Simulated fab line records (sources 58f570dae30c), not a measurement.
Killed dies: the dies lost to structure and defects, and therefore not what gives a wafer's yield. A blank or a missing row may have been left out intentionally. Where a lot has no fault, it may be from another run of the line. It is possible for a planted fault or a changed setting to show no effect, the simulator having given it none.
Which tool did it? | flow berkeley-cmos170 | 7 lots, 20 wafers sampled, at 4 steps of a route of 331

== WHAT THE GAUGES SHOWED, per wafer ==
UCB170_M3_CD_MEAS_15 targets a cd of 700 nm.
lot  | measured     | on        | cd-nm (nm)
L342 | day 8 03:54  | cd-sem-02 | 703.7 702.3 703.6
L351 | day 9 14:28  | cd-sem-02 | 698.8 698.0 698.7
L348 | day 9 19:44  | cd-sem-02 | 699.0 698.1 698.7
L352 | day 10 16:54 | cd-sem-01 | 698.8 700.6 699.3
L353 | day 10 22:18 | cd-sem-01 | 684.8 684.3 684.6 684.4 684.5 684.7
L356 | day 11 03:20 | cd-sem-01 | 690.0 688.0 690.0 687.5
L357 | day 11 09:20 | cd-sem-02 | 700.4 699.7 701.0

== WHAT TOOL EACH LOT RAN ON (gives the tool, then ch and the chambers of the sampled wafers, and finally the start) ==
lot  | UCB170_M1_SPUTTER_00         | UCB170_M3_STRIP_07                   | UCB170_M3_SOFTBAKE_11
L342 | pvd-sputter-04, day 7 10:13  | plasma-asher-04 ch 0,1, day 8 02:38  | litho-track-02 ch 0, day 8 03:00
L351 | pvd-sputter-04, day 9 00:05  | plasma-asher-02 ch 0,1, day 9 13:11  | litho-track-01 ch 0, day 9 13:00
L348 | pvd-sputter-03, day 9 01:38  | plasma-asher-04 ch 0, day 9 16:50    | litho-track-01 ch 0, day 9 18:00
L352 | pvd-sputter-01, day 9 22:51  | plasma-asher-01 ch 0,1, day 10 15:04 | litho-track-02 ch 0, day 10 15:00
L353 | pvd-sputter-01, day 10 05:41 | plasma-asher-04 ch 0,1, day 10 20:36 | litho-track-03 ch 0, day 10 21:00
L356 | pvd-sputter-01, day 10 10:16 | plasma-asher-04 ch 0,1, day 11 02:12 | litho-track-03 ch 0, day 11 02:00
L357 | pvd-sputter-03, day 10 15:53 | plasma-asher-04 ch 0,1, day 11 07:14 | litho-track-02 ch 0, day 11 08:00
- UCB170_M1_SPUTTER_00: material Al, target thk 600 nm, time 80 s.
- UCB170_M3_STRIP_07: strips in O2.
- UCB170_M3_SOFTBAKE_11: time 60 s.

== THE ANSWER, worked out from the rows above alone ==
Rule: what is usual is taken from the lots themselves. The widest of any qualifying gaps counts: lots, ordered by their means at a reading, are off when they make up no more than a third of the lots, leave a main group of 4 or more, and stand apart from it by 3 or more times the standard deviation of that group's means. Not used: any main group whose means are identical at the precision the tables above print for the reading. Also off: a lot with no number at a reading for which 4 or more lots have one. The other lots that the step has rows for count as sound.
Off: L353, L356 (UCB170_M3_CD_MEAS_15, cd-nm). Mean 700.0 nm and standard deviation 1.7 in the main group.
A tool fits if, at a process step before that reading, it ran every lot that is off, and no sound lot after the first of them. The gauges at UCB170_M3_CD_MEAS_15 are tried like those tools. Can't be told from this: 3 tools fit, pvd-sputter-01 at UCB170_M1_SPUTTER_00, litho-track-03 at UCB170_M3_SOFTBAKE_11, cd-sem-01 at UCB170_M3_CD_MEAS_15.

== WHAT WAS PUT IN BY THE SIMULATOR ==
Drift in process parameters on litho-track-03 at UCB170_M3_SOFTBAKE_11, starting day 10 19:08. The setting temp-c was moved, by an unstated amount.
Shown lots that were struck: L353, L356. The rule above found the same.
